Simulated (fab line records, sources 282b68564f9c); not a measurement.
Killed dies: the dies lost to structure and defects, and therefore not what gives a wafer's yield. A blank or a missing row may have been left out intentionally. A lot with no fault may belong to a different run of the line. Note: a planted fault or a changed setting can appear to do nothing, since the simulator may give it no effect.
2 desks looking at one fault / flow rit cmos / each desk holds nothing but its own numbers, with what lay behind them at the end

FOR THE TOOL OWNER'S DESK: pvd sputter-04
The tool's own readings at RIT_M1_SPUTTER_00 (material Al, target thk 400 nm, time 500 s): means of the sampled wafers that have a number, for each lot that ran on this tool. Marked OUT: a lot whose mean sits more than 4 standard deviations from the usual mean, which makes it out of limits; the brackets give that distance.
Columns: A = substrate temp c at RIT_M1_SPUTTER_00, usual 25.00 C; B = throttle valve pct at RIT_M1_SPUTTER_00, usual 29.9 %
lot=L236; first seen here=day 3 10:16; A=24.93; B=30.5
lot=L238; first seen here=day 3 21:08; A=25.07; B=29.9
lot=L242; first seen here=day 4 16:08; A=25.02; B=29.4
lot=L244; first seen here=day 5 03:51; A=24.98; B=29.4
This desk's finding: nothing out of limits on any of the 4 lots.

THE METROLOGY DESK
Lot by lot, what the gauges showed, no matter which tool ran the lot: averages of those sampled wafers that carry a number. Marked OUT: a lot whose mean sits more than 4 standard deviations from the usual mean, which makes it out of limits; the brackets give that distance.
Columns: A = M1_AL_RS at RIT_M1_RS_MEAS_01, usual 0.0735 ohm/sq; B = M1_AL_THK at RIT_M1_THK_MEAS_02, usual 396 nm
lot=L236; first seen here=day 3 10:37; A=0.0730; B=400
lot=L238; first seen here=day 3 21:26; A=0.0723; B=400
lot=L239; first seen here=day 4 05:03; A=0.0735; B=397
lot=L240; first seen here=day 4 14:44; A=0.0742; B=394
lot=L242; first seen here=day 4 16:26; A=0.0814 (+8.4) OUT; B=372 (-4.4) OUT
lot=L244; first seen here=day 5 04:10; A=0.0815 (+8.4) OUT; B=370 (-4.8) OUT
lot=L249; first seen here=day 6 00:24; A=0.0747; B=387
lot=L250; first seen here=day 6 08:04; A=0.0745; B=392
lot=L253; first seen here=day 6 21:03; A=0.0741; B=394
lot=L254; first seen here=day 7 06:05; A=0.0730; B=396
lot=L256; first seen here=day 7 14:32; A=0.0731; B=397
lot=L257; first seen here=day 7 18:29; A=0.0748; B=386
lot=L258; first seen here=day 8 01:05; A=0.0729; B=402
lot=L259; first seen here=day 8 03:26; A=0.0742; B=392
Per this desk, out of limits: L242, L244; the first was L242, day 4 16:26 (M1_AL_RS at RIT_M1_RS_MEAS_01). In limits: L236, L238, L239, L240, L249, L250, L253, L254, L256, L257, L258, L259.

TAKEN TOGETHER
The metrology desk could have raised an alarm at day 4 16:26, on L242, L244.
The desk of the tool owner found nothing out of limits.
Tool owner's desk: L242, L244 on record, inside its limits.
RIT_M1_SPUTTER_00 was run on pvd sputter-04 by each of the lots named.

WHAT WAS PUT IN BY THE SIMULATOR
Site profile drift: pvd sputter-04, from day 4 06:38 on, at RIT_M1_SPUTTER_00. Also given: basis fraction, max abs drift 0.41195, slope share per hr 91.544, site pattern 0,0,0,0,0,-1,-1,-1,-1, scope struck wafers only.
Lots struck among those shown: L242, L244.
Time in hours between the start of the fault and the first out-of-limits reading at each desk: metrology desk, 10.
